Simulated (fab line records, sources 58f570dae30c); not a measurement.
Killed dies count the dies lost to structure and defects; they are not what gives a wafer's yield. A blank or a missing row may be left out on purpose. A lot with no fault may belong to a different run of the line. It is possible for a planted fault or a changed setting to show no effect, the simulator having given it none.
Split-lot trial + flow berkeley_cmos170 + route with 331 steps; 5 lots, 23 wafers read

ABOUT THE SPLIT
At UCB170_PVT_IMPLANT_07, the setting energy_kev was moved away from the recipe's 30 on 11 of the 23 wafers read, by -5.6% to -3.3%. The other wafers ran this setting at the recipe's value.

THE PATH FROM SPLIT TO READING: the file shows 1 step between them
- UCB170_PVT_STRIP_08: strips in O2

THE READING
PVT_TW, at UCB170_PVT_TW_MEAS_09. Fault-free wafers of this fab line usually give 507.2, standard deviation 2.8.

| wafer  | tool, chamber at the split | energy_kev as run | against the recipe | PVT_TW | against lot-mates on the recipe |
|--------|----------------------------|-------------------|--------------------|--------|---------------------------------|
| L074.2 | implanter-03, 0            | 28.64             | -4.5%              | 504.8  | -5.9                            |
| L074.3 | implanter-03, 0            | 30                | recipe             | 509.7  | -                               |
| L074.4 | implanter-03, 0            | 28.64             | -4.5%              | 502.3  | -8.4                            |
| L074.5 | implanter-03, 0            | 30                | recipe             | 511.8  | -                               |
| L074.6 | implanter-03, 0            | 28.64             | -4.5%              | 502.4  | -8.4                            |
| L075.1 | implanter-04, 0            | 30                | recipe             | 510.3  | -                               |
| L075.2 | implanter-04, 0            | 29                | -3.3%              | 504.4  | -5.0                            |
| L075.3 | implanter-04, 0            | 30                | recipe             | 510.3  | -                               |
| L075.4 | implanter-04, 0            | 30                | recipe             | 507.5  | -                               |
| L075.5 | implanter-04, 0            | 29                | -3.3%              | 503.2  | -6.2                            |
| L077.2 | implanter-03, 0            | 30                | recipe             | 506.5  | -                               |
| L077.3 | implanter-03, 0            | 28.83             | -3.9%              | 504.4  | -2.9                            |
| L077.4 | implanter-03, 0            | 28.83             | -3.9%              | 502.8  | -4.5                            |
| L077.5 | implanter-03, 0            | 30                | recipe             | 508.1  | -                               |
| L077.6 | implanter-03, 0            | 28.83             | -3.9%              | 500.2  | -7.1                            |
| L081.1 | implanter-03, 0            | 30                | recipe             | 507.5  | -                               |
| L081.2 | implanter-03, 0            | 28.33             | -5.6%              | 498.5  | -8.4                            |
| L081.3 | implanter-03, 0            | 28.33             | -5.6%              | 497.1  | -9.8                            |
| L081.5 | implanter-03, 0            | 28.33             | -5.6%              | 496.1  | -10.8                           |
| L081.6 | implanter-03, 0            | 30                | recipe             | 506.3  | -                               |
| L082.1 | implanter-02, 0            | 30                | recipe             | 506.0  | -                               |
| L082.2 | implanter-02, 0            | 30                | recipe             | 504.3  | -                               |
| L082.5 | implanter-02, 0            | 30                | recipe             | 504.7  | -                               |

FIT RESULTS
A straight line over all 23 wafers: PVT_TW changes by +1.51 for each +1% of energy_kev; r = +0.84; the points scatter about the line by 2.3.
The same after taking each lot's own level away (the mean of its wafers on the recipe; 23 wafers): +1.63 for each +1%; r = +0.95; scatter 1.3.
Per that fit: largest energy_kev move, reading shift of 9.1.
The lots' own levels span 505.00 to 510.75, that is 2.1 times the standard deviation above.
The two slopes agree, so the slope changes little with the lot-to-lot level.
Check: -9.08 against its lot-mates is what the line predicts for one of the wafers moved furthest among these (-5.6%) when that wafer is left out of the fit. Against them it came out at -8.4.

THE OTHER SPLITS THESE WAFERS WENT THROUGH
These wafers also went through other splits before the reading. Each is held against what the fit with the lots' levels taken away leaves over:
| other split on the same wafers       | wafers away from the commonest value | r with PVT_TW (lot level and that fit taken away) |
|--------------------------------------|--------------------------------------|---------------------------------------------------|
| UCB170_ZERO_ETCH_06 over_etch_frac   | 8                                    | -0.07                                             |
| UCB170_NWELL_IMPLANT_14 dose_cm2     | 7                                    | +0.08                                             |
| UCB170_PWELL_COAT_08 resist_thk_nm   | 7                                    | +0.30                                             |
| UCB170_PWELL_IMPLANT_15 energy_kev   | 10                                   | -0.08                                             |
| UCB170_WELLDRIVE_OXIDATION_01 temp_c | 18                                   | +0.21                                             |
| UCB170_ACTIVE_COAT_08 spin_rpm       | 10                                   | +0.22                                             |

THE WHOLE CHAIN: every reading that the file lists as answering this split, in the file's order
| step                  | what it does | reading                                                         | change (the file's fit)               | r (the file's) |
|-----------------------|--------------|-----------------------------------------------------------------|---------------------------------------|----------------|
| UCB170_PVT_IMPLANT_07 |              | implant.rp_nm (the simulator's own value, which no gauge read)  | +0.246 nm for each +1% of the setting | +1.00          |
| UCB170_PVT_IMPLANT_07 |              | implant.drp_nm (the simulator's own value, which no gauge read) | +0.101 nm for each +1% of the setting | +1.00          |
| UCB170_PVT_TW_MEAS_09 |              | PVT_TW                                                          | +1.61 for each +1% of the setting     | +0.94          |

FILE'S OWN FIT
PVT_TW changes by +1.61 for each +1% of energy_kev, r = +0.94.
